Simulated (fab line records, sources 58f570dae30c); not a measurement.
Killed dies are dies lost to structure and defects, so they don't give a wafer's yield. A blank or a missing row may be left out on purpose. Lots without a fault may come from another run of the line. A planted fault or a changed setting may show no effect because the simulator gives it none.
Which tool did it? | flow berkeley_cmos170 | 14 lots, 42 wafers sampled, at 1 step of a route of 331

WHAT THE GAUGES READ, wafer by wafer
UCB170_PWELL_THK_MEAS_06. Usual: PWELL_NITRIDE_THK 219.6 nm, standard deviation 2.1.
lot  | measured    | on            | PWELL_NITRIDE_THK (nm) | flag
L944 | day 3 01:22 | film_metro-04 | 218.2 217.7 216.0      |
L945 | day 3 08:31 | film_metro-04 | 218.7 216.7 217.7      |
L946 | day 3 08:31 | film_metro-02 | 218.9 218.0 218.6      |
L947 | day 3 18:47 | film_metro-02 | 220.7 221.6 220.2      |
L953 | day 5 05:49 | film_metro-01 | 218.2 219.3 217.8      |
L955 | day 5 08:16 | film_metro-02 | 220.9 220.8 222.7      |
L956 | day 5 08:16 | film_metro-01 | 222.5 225.1 224.2      |
L957 | day 5 13:36 | film_metro-01 | 218.6 217.2 215.0      |
L958 | day 6 02:09 | film_metro-04 | 219.6 220.1 220.7      |
L959 | day 6 02:09 | film_metro-02 | 218.1 219.4 218.9      |
L961 | day 6 10:04 | film_metro-01 | 219.2 218.6 219.5      |
L965 | day 7 10:58 | film_metro-01 | 221.0 220.8 218.7      |
L966 | day 7 10:58 | film_metro-02 | 222.2 220.1 219.0      |
L967 | day 7 17:24 | film_metro-02 | 217.9 216.4 216.5      |

WHICH TOOL RAN EACH LOT (tool, then ch and the chambers of the sampled wafers, then the start)
The record holds no process step before these readings.

WHAT THE TOOLS THEMSELVES READ (means of the sampled wafers that have a number; where no wafer has one, the mark that the record gives instead)
The record holds no such reading with a usual standard deviation.

THE ANSWER, worked out from the rows above alone
Rule: a lot is off if the mean of its wafers that have a number lies more than 3 standard deviations from the usual mean. A lot without any number at a reading at which 4 lots or more have one is off too. The other lots that the step has rows for count as sound. The gauges are gone through in route order, then the tools' own readings, and for those a lot's mean is taken as printed above. The first step at which some lot is off is used, and at that step the reading that is off furthest; a lot without a number counts as furthest.
No lot is off at any reading shown: from this, nothing can be told.

WHAT THE SIMULATOR HAD PUT IN
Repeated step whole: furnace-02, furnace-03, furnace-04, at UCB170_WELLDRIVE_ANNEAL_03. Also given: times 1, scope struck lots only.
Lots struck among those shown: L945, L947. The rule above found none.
